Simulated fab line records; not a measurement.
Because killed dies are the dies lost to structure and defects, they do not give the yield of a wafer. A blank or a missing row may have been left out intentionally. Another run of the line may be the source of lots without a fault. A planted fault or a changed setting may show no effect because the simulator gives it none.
Which tool did it?    flow berkeley-cmos170    14 lots, 42 wafers sampled, at 3 steps of a route of 331

## WHAT THE GAUGES SHOWED, per wafer
UCB170_V1_BOW_MEAS_03.
lot   measured      on             V1_BOW (um)
L156  day 7 20:26   film-metro-03  27 23 11
L157  day 7 20:27   film-metro-02  26 19 25
L159  day 7 20:44   film-metro-04  20 23 16
L155  day 7 20:45   film-metro-02  21 22 18
L158  day 7 21:03   film-metro-03  12 13 16
L161  day 8 18:02   film-metro-03  9 10 23
L163  day 8 20:35   film-metro-04  6 22 21
L169  day 10 16:40  film-metro-02  6 14 22
L170  day 10 17:16  film-metro-04  18 31 15
L172  day 10 23:11  film-metro-03  20 26 13
L171  day 10 23:16  film-metro-02  20 18 11
L173  day 11 04:38  film-metro-03  23 15 22
L175  day 11 05:00  film-metro-02  21 8 7
L178  day 11 22:37  film-metro-04  20 23 32

UCB170_V2_CD_MEAS_90 targets a cd of 700 nm.
lot   measured      on         cd-nm (nm)
L156  day 8 04:31   cd-sem-02  698.9 699.4 699.2
L157  day 8 04:58   cd-sem-02  700.4 701.7 700.3
L159  day 8 05:19   cd-sem-01  702.5 700.7 702.9
L155  day 8 05:37   cd-sem-01  700.1 699.9 700.5
L158  day 8 05:58   cd-sem-02  701.1 701.9 701.6
L161  day 9 03:11   cd-sem-02  698.6 699.8 698.8
L163  day 9 06:00   cd-sem-02  700.8 701.4 701.6
L169  day 11 00:58  cd-sem-01  701.0 700.9 701.1
L170  day 11 02:07  cd-sem-02  697.3 698.9 700.7
L172  day 11 08:52  cd-sem-01  699.5 698.2 699.0
L171  day 11 09:02  cd-sem-02  701.9 702.7 700.9
L173  day 11 16:44  cd-sem-01  701.0 702.3 699.4
L175  day 11 17:02  cd-sem-02  698.9 699.3 701.1
L178  day 12 06:19  cd-sem-01  700.4 700.7 700.5

UCB170_M3_OVL_MEAS_16.
lot   measured      on          M3_OVL (nm)
L156  day 8 06:48   overlay-01  -5 -6 3
L157  day 8 07:27   overlay-02  5 4 9
L159  day 8 07:58   overlay-02  -3 -5 -2
L155  day 8 08:15   overlay-02  -2 10 2
L158  day 8 08:44   overlay-01  -3 -9 -6
L161  day 9 05:58   overlay-01  9 -5 2
L163  day 9 08:47   overlay-01  -15 -3 -6
L169  day 11 03:52  overlay-01  -10 -6 0
L170  day 11 05:25  overlay-02  1 -9 -13
L172  day 11 11:55  overlay-02  -4 -1 3
L171  day 11 12:10  overlay-01  1 0 0
L173  day 11 19:24  overlay-01  -3 -9 -10
L175  day 11 19:40  overlay-02  0 -6 -3
L178  day 12 08:46  overlay-02  -5 -13 -9

## WHAT TOOL EACH LOT RAN ON (gives the tool, then ch and the chambers of the sampled wafers, and finally the start)
No process step before these readings appears in the record.

## WHAT THE TOOLS THEMSELVES READ (means of the sampled wafers that have a number; where no wafer has one, the mark that the record gives instead)
The record holds no such reading with a usual standard deviation.

## THE ANSWER, worked out from the rows above alone
Rule: what is usual is taken from the lots themselves. The widest of any qualifying gaps counts: lots, ordered by their means at a reading, are off when they make up no more than a third of the lots, leave a main group of 4 or more, and stand apart from it by 3 or more times the standard deviation of that group's means. Not used: any main group whose means are identical at the precision the tables above print for the reading. A lot without any number at a reading at which 4 lots or more have one is off too. Any other lot the step has rows for is counted as sound. After the gauges, taken in route order, come the tools' own readings; for these a lot's mean is taken, as printed above. The first step at which some lot is off is used, and at that step the reading that is off furthest; a lot without a number counts as furthest.
Nothing can be told from this: no lot is off at any reading shown.

## WHAT THE SIMULATOR HAD PUT IN
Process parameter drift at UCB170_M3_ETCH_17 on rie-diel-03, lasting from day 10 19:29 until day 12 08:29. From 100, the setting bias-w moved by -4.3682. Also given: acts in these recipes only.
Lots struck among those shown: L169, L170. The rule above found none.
